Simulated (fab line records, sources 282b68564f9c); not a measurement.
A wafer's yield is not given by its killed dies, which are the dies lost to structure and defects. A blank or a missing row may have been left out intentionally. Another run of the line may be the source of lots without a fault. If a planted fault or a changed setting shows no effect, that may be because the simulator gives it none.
A struck lot beside a sound one ; flow rit-cmos ; 43 steps out of a route of 202
Sound: the wafers L887.2, L887.3, L887.6. Struck: wafers L896.2, L896.3, L896.4. The cause is named last.
Per side, at each step with rows, come the tool, then ch with its chambers, and then its first start. Under that, the readings that differ: sound wafers ; struck wafers ; difference of the means ; sigmas: that difference in standard deviations of wafers without a fault.
alike: readings with means less than 2 such deviations apart, plus words and numbers identical on both sides. not compared: withheld readings, readings lacking a value on some wafer, bounds such as >300 that could conceal the same value, and numbers that have no deviation in the record and whose values overlap.
The two part at a step that has a row with sigmas, a row that says differs or no value, or rows on one side only. Non-overlapping numbers with no deviation appear without sigmas and do not part them. A reading that every wafer of one side lacks parts them only if that side has two wafers or more.

RIT_SDANNEAL_RTA_03: time 5 s.
  sound on rtp-anneal-01 ch 0, day 3 04:23; struck on rtp-anneal-01 ch 0, day 5 07:20
  alike: ramp-up-c-per-s, wafer_temp_C_max
RIT_SDANNEAL_RS_MEAS_04: the measuring method here is four-point-probe.
  sound: film-metro-01 at day 3 04:26; struck: film-metro-01 at day 5 07:23
  alike: PSD_RS
RIT_SDANNEAL_RS_MEAS_05: the measuring method here is four-point-probe.
  sound: film-metro-01 at day 3 04:34; struck: film-metro-01 at day 5 07:31
  alike: NSD_RS
RIT_SDANNEAL_RS_MEAS_06: the measuring method here is four-point-probe.
  sound: film-metro-01 at day 3 04:41; struck: film-metro-01 at day 5 07:38
  alike: PLDD_RS
RIT_SDANNEAL_RS_MEAS_07: the measuring method here is four-point-probe.
  sound: film-metro-01 at day 3 04:48; struck: film-metro-01 at day 5 07:45
reading;sound;struck;difference;sigmas
NLDD_RS (ohm/sq);151.3 151.4 151.2;152.9 152.8 152.5;+1.4;+2
then, 1 step without rows for these wafers: RIT_SILICIDE_WET_ETCH_00 (etches SiO2 in BOE, target depth 14 nm, time 15 s).
RIT_SILICIDE_SPUTTER_01: material Ti, target thk 30 nm, time 240 s.
  sound: pvd-sputter-04 at day 3 04:55; struck: pvd-sputter-03 at day 5 07:52
  alike: throttle-valve-pct
RIT_SILICIDE_RS_MEAS_02: the measuring method here is four-point-probe.
  sound: film-metro-02 at day 3 05:05; struck: film-metro-01 at day 5 08:10
  alike: SILICIDE_TI_RS
RIT_SILICIDE_THK_MEAS_03: measures by xrf.
  sound: film-metro-02 at day 3 05:12; struck: film-metro-01 at day 5 08:17
  alike: SILICIDE_TI_THK
then, 2 steps without rows for these wafers: RIT_SILICIDE_RTA_04 (time 10 s, ramp up 5 s, ramp down 5 s); RIT_SILICIDE_WET_ETCH_05 (etches Ti in SPM, time 120 s).
RIT_SILICIDE_RTA_06: time 10 s, ramp up 5 s, ramp down 10 s.
  sound on rtp-anneal-01 ch 0, day 3 05:22; struck on rtp-anneal-02 ch 0, day 5 08:27
  alike: wafer_temp_C_max
RIT_CONTACT_CVD_00: deposits SiO2 from TEOS, target thk 400 nm, time 61 s.
  sound on pecvd-03 ch 0,1,2, day 3 05:25; struck on pecvd-03 ch 1,2, day 5 08:31
  alike: heater-power-w
  not compared: model.SiO2_of_CONTACT_CVD_00.thk-nm
RIT_CONTACT_THK_MEAS_01:
  sound: film-metro-03 at day 3 05:29; struck: film-metro-01 at day 5 08:34
  alike: CONTACT_TEOS_THK
then, 6 steps without rows for these wafers: RIT_CONTACT_HMDS_02 (prime time 60 s); RIT_CONTACT_COAT_03 (resist thk 1000 nm); RIT_CONTACT_SOFTBAKE_04 (time 60 s); RIT_CONTACT_EXPOSE_05 (exposes mask M11, target cd 1000 nm); RIT_CONTACT_PEB_06; RIT_CONTACT_DEVELOP_07 (develop time 120 s).
RIT_CONTACT_CD_MEAS_08 targets a cd of 1000 nm.
  sound: cd-sem-02 at day 3 06:38; struck: cd-sem-02 at day 5 09:44
  alike: cd-nm
RIT_CONTACT_OVL_MEAS_09:
  sound: overlay-01 at day 3 06:45; struck: overlay-01 at day 5 09:50
  alike: CONTACT_OVL
then, 1 step without rows for these wafers: RIT_CONTACT_HARDBAKE_10 (time 60 s).
RIT_CONTACT_ETCH_11: etches SiO2 in CHF3/CF4/Ar, stops on TiSi2, target depth 480 nm, time 310.5 s.
  sound on rie-diel-04 ch 1,2, day 3 06:56; struck on rie-diel-03 ch 0,2,3, day 5 10:01
reading;sound;struck;difference;sigmas
drypump-motor-current-A (A);5.6 5.0 5.0;6.0 6.2 6.3;+1.0;+3
  alike: O2_flow_sccm, oes-product-au, throttle-valve-pct
  not compared: rf-hours-counter-h, model.CONTACT.feature-depth-nm, model.etch.depth-nm
RIT_CONTACT_STRIP_12: strips in O2, time 180 s.
  sound on plasma-asher-01 ch 0,1, day 3 07:07; struck on plasma-asher-01 ch 0,1, day 5 10:13
  alike: drypump-motor-current-A
  not compared: rf-hours-counter-h
RIT_CONTACT_CD_MEAS_90 targets a cd of 1000 nm.
  sound: cd-sem-01 at day 3 07:19; struck: cd-sem-02 at day 5 10:25
reading;sound;struck;difference;sigmas
cd-nm (nm);999.1 997.7 998.2;1002.2 1005.6 1002.8;+5.2;+2
then, 2 steps without rows for these wafers: RIT_CONTACT_CLEAN_13 (cleans in SC1, time 600 s); RIT_CONTACT_CLEAN_14 (cleans in SC2, time 600 s).
RIT_M1_SPUTTER_00: material Al, target thk 400 nm, time 500 s.
  sound: pvd-sputter-02 at day 3 07:51; struck: pvd-sputter-01 at day 5 10:52
  alike: throttle-valve-pct
RIT_M1_RS_MEAS_01: the measuring method here is four-point-probe.
  sound: film-metro-04 at day 3 08:10; struck: film-metro-02 at day 5 11:11
  alike: M1_AL_RS
RIT_M1_THK_MEAS_02: measures by xrf.
  sound: film-metro-04 at day 3 08:17; struck: film-metro-02 at day 5 11:18
  alike: M1_AL_THK
then, 6 steps without rows for these wafers: RIT_M1_HMDS_03 (prime time 60 s); RIT_M1_COAT_04 (resist thk 1300 nm); RIT_M1_SOFTBAKE_05 (time 60 s); RIT_M1_EXPOSE_06 (exposes mask M12, target cd 2600 nm); RIT_M1_PEB_07; RIT_M1_DEVELOP_08 (develop time 68 s).
RIT_M1_CD_MEAS_09 targets a cd of 2600 nm.
  sound: cd-sem-01 at day 3 09:16; struck: cd-sem-02 at day 5 12:22
  alike: cd-nm
RIT_M1_OVL_MEAS_10:
  sound: overlay-02 at day 3 09:22; struck: overlay-02 at day 5 12:29
  alike: M1_OVL
then, 1 step without rows for these wafers: RIT_M1_HARDBAKE_11 (time 120 s).
RIT_M1_METAL_ETCH_12: etches Al in Cl2/BCl3, stops on SiO2, time 165 s, target depth 600 nm.
  sound on rie-metal-04 ch 0,1, day 3 09:56; struck on rie-metal-04 ch 0,1, day 5 12:46
  alike: drypump-motor-current-A, oes-product-au, throttle-valve-pct
  not compared: rf-hours-counter-h, model.SiO2_of_CONTACT_CVD_00.thk-nm
then, 1 step without rows for these wafers: RIT_M1_STRIP_13 (strips in nmp, time 600 s).
RIT_M1_PROBE_99:
  sound: prober-02 at day 3 13:15; struck: prober-01 at day 5 15:04
  alike: killed-at-front-end, killed-dies, killed-open, killed-short

WHERE THEY PART
First at RIT_SDANNEAL_RS_MEAS_07; last, within this record, at RIT_CONTACT_CD_MEAS_90. Later steps at which nothing parts them and some readings are alike: RIT_M1_SPUTTER_00, RIT_M1_RS_MEAS_01, RIT_M1_THK_MEAS_02, RIT_M1_CD_MEAS_09, RIT_M1_OVL_MEAS_10, RIT_M1_METAL_ETCH_12, RIT_M1_PROBE_99.

WHY: what the simulator had put in
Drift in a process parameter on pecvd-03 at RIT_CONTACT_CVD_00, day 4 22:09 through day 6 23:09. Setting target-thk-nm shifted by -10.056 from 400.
